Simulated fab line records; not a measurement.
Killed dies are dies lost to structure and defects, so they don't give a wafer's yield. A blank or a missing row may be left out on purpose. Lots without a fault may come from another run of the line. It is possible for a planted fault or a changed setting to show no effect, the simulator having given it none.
Struck lot and sound lot, side by side    flow rit_cmos    21 out of 202 route steps
Sound: these wafers, L468.2, L468.4, L468.6. Wafers struck: L477.2, L477.4, L477.6. At the end, the cause is stated.
Order at every step that has rows: each side's tool, ch and its chambers, its first start. Under that, the readings that differ: sound wafers    struck wafers    difference of the means    sigmas: that difference in standard deviations of wafers without a fault.
alike: same words and numbers on both sides, and readings whose means sit less than 2 such deviations apart. not compared: any withheld reading, any reading some wafer has no value for, any bound like >300 that may hide the same value, and any number with overlapping values for which the record gives no deviation.
A row with sigmas, a row that says differs or no value, or rows on one side alone: a step with any of these is where the two part. Numbers that don't overlap but have no deviation are shown without sigmas and don't part them. Lack of a reading on every wafer of one side parts them only where that side has two or more wafers.

first, 3 steps without rows for these wafers: RIT_GATE_CLEAN_02 (cleans in dHF, time 30 s); RIT_GATE_CLEAN_03 (cleans in SC2, time 600 s); RIT_GATE_CLEAN_04 (cleans in dHF, time 60 s).
RIT_FOX2_THK_MEAS_91:
  sound: film_metro-04 at day 4 16:44; struck: film_metro-03 at day 6 14:31
  alike: FIELD_OXIDE_LEFT_2_THK
then, 2 steps without rows for these wafers: RIT_GATE_OXIDATION_05 (target thk 3 nm, ox time 270 s); RIT_GATE_ANNEAL_06 (time 600 s).
RIT_GATE_THK_MEAS_07:
  sound: film_metro-03 at day 4 20:59; struck: film_metro-03 at day 6 18:31
  alike: GATE_OXIDE_THK
then, 1 step without rows for these wafers: RIT_GATE_CVD_08 (deposits poly-Si from SiH4, target thk 250 nm, time 2220 s).
RIT_GATE_THK_MEAS_09:
  sound: film_metro-04 at day 4 22:40; struck: film_metro-04 at day 6 20:12
  alike: GATE_POLY_THK
then, 3 steps without rows for these wafers: RIT_GATE_HMDS_10 (prime time 60 s); RIT_GATE_COAT_11 (resist thk 850 nm); RIT_GATE_SOFTBAKE_12 (time 60 s).
RIT_GATE_EXPOSE_13: exposes mask M6, target cd 150 nm.
  sound on iline_stepper-01 ch 0, day 4 23:11; struck on iline_stepper-01 ch 0, day 6 20:50
reading               sound              struck             difference  sigmas
exposure_dose_mJ_cm2  379.8 379.1 380.3  307.1 306.9 307.5  -72.6       -99 or more
  alike: mask
then, 2 steps without rows for these wafers: RIT_GATE_PEB_14; RIT_GATE_DEVELOP_15 (develop time 50 s).
RIT_GATE_CD_MEAS_16: target cd 150 nm.
  sound: cd_sem-02 at day 4 23:35; struck: cd_sem-02 at day 6 21:14
reading     sound              struck             difference  sigmas
cd_nm (nm)  152.3 150.1 150.4  262.8 262.8 262.8  +111.9      +37
RIT_GATE_OVL_MEAS_17:
  sound: overlay-02 at day 4 23:42; struck: overlay-01 at day 6 21:21
  alike: GATE_OVL
then, 1 step without rows for these wafers: RIT_GATE_HARDBAKE_18 (time 60 s).
RIT_GATE_ETCH_19: etches poly-Si in SF6/CHF3/O2, stops on SiO2, time 165 s, target depth 312.5 nm.
  sound on rie_si-01 ch 0,2,3, day 4 23:53; struck on rie_si-02 ch 0,1,2, day 6 21:32
reading                sound              struck             difference  sigmas
model.GATE.cd_nm (nm)  152.6 150.1 150.6  262.8 262.7 262.9  +111.7      
  alike: CHF3_flow_sccm, drypump_motor_current_A, he_backside_leak_sccm, oes_product_au, rf_fwd_power_W, throttle_valve_pct
  not compared: rf_hours_counter_h
RIT_GATE_STRIP_20: strips in O2, time 180 s.
  sound on plasma_asher-01 ch 0, day 4 23:59; struck on plasma_asher-03 ch 0,1, day 6 21:38
reading                      sound        struck       difference  sigmas
drypump_motor_current_A (A)  6.3 6.2 6.2  5.2 5.2 5.5  -0.9        -3
  not compared: rf_hours_counter_h
RIT_M1_PROBE_99:
  the record has rows for the sound wafers here (prober-02, day 5 21:05) and none for the struck ones

== WHERE THEY PART ==
At RIT_GATE_EXPOSE_13 first; at RIT_M1_PROBE_99 last (within this record only).

WHY: the cause the simulator had injected
Process parameters drifting: iline_stepper-01 at RIT_GATE_EXPOSE_13, beginning at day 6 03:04. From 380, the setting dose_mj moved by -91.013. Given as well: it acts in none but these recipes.
